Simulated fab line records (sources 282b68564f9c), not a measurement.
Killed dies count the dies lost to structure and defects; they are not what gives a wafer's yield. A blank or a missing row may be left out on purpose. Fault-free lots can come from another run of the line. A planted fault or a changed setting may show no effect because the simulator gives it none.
Code-filled problem report in 8D (eight disciplines) form / flow ritCmos / the parts of the form that need people (team, actions taken, sign-off) are left out

## 1. WHAT IS WRONG
Mean NWELL_RS at RIT_WELLDRIVE_RS_MEAS_01: 284.1 ohm/sq over 9 wafers in 3 lots; fault-free wafers: 274.9 ohm/sq, standard deviation 0.76. That puts it +12 standard deviations away from the usual mean.
The step: measures by four-point-probe.
First observed at day 4 03:16: wafer L912.1, on filmMetro-03. At this step, 45 wafers from 15 lots have a number in the record. By rule, "out" or "out of limits" means more than 4 standard deviations away from the usual mean. All remaining wafers that have a number are taken as sound.

## 2. WHAT IT IS AND WHAT IT IS NOT
question=which readings at this step | is=NWELL_RS | is not=-
question=which lots | is=L912, L913, L914 | is not=L903, L904, L905, L906, L907, L908, L909, L910, L911, L922, L924, L926
question=which wafers of those lots | is=all that have a number | is not=-
question=read on which gauges | is=filmMetro-03, filmMetro-04 | is not=filmMetro-01
question=when | is=from day 4 03:16 | is not=up to then (27 sound wafers); but 9 sound wafers of L922, L924, L926 came after

## 3. THE SUSPECTS, EACH WITH WHAT RULES IT OUT
Counting: a tool stays on the suspect list if, at a process step up to the reading, it processed all lots that are out and no sound lot following the first of them.
- the gauge at RIT_WELLDRIVE_RS_MEAS_01 has been ruled out. Those wafers that are out were read across 2 gauges (filmMetro-03, filmMetro-04).
- furnace-04 at RIT_WELLDRIVE_ANNEAL_00 (time 14700 s): kept. All lots that are out passed through it, beginning with L912 at day 3 22:11, and no sound lot followed; its final sound lot before that point was L911 at day 3 17:06. Out on those wafers are its own readings of spikeTcCentreC, tubeCenterTempC, tube_center_temp_C_max.
Left after counting: furnace-04 at RIT_WELLDRIVE_ANNEAL_00.

## 4. THE CAUSE (what the simulator had put in)
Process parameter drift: furnace-04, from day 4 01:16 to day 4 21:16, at RIT_WELLDRIVE_ANNEAL_00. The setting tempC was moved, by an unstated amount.
The count eliminated every tool but this one.

## 5. THE EFFECT CHAIN, in route order
Rows list readings where the struck wafers' mean (over those with a number) sits beyond 3 standard deviations from the usual. Readings are gone through only where the record gives a usual standard deviation; hours: the median, over the lots, of the time from a lot's start at the first step in this table giving one to that lot's start at this step; sigmas: the change measured in usual standard deviations.
hours=0; step=RIT_WELLDRIVE_ANNEAL_00; reading=spikeTcCentreC; usual=1102.2 C; on struck wafers=1094.8; change=-7.4; sigmas=-6.1
hours=0; step=RIT_WELLDRIVE_ANNEAL_00; reading=spikeTcLoadC; usual=1129.6 C; on struck wafers=1122.2; change=-7.4; sigmas=-4.9
hours=0; step=RIT_WELLDRIVE_ANNEAL_00; reading=spikeTcSourceC; usual=1128.4 C; on struck wafers=1119.0; change=-9.4; sigmas=-4.3
hours=0; step=RIT_WELLDRIVE_ANNEAL_00; reading=tubeCenterTempC; usual=1100 C; on struck wafers=1092; change=-8; sigmas=-73
hours=0; step=RIT_WELLDRIVE_ANNEAL_00; reading=tube_center_temp_C_max; usual=1102.8; on struck wafers=1094.9; change=-7.9; sigmas=-18
hours=5; step=RIT_WELLDRIVE_RS_MEAS_01; reading=NWELL_RS; usual=274.9 ohm/sq; on struck wafers=284.1; change=+9.2; sigmas=+12
hours=5; step=RIT_WELLDRIVE_RS_MEAS_02; reading=PWELL_RS; usual=429.1 ohm/sq; on struck wafers=437.5; change=+8.4; sigmas=+6.0
Its process steps:
- RIT_WELLDRIVE_ANNEAL_00: time 14700 s.

## 6. HOW IT WOULD HAVE BEEN CAUGHT EARLIER
Counted from the fault's start at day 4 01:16, it took 2 hours until the first out-of-limits reading at a measuring or inspecting step in this record, taken at day 4 03:16.
Tool's own readings at RIT_WELLDRIVE_ANNEAL_00, spikeTcCentreC, tubeCenterTempC, tube_center_temp_C_max: out on all struck wafers the step has rows for; an alarm limit on them would have tripped on the first.
L913, L914, from the lots that are out (3), started RIT_WELLDRIVE_ANNEAL_00 on furnace-04 later than day 4 03:16. A hold on the tool at that time would have spared those 2.
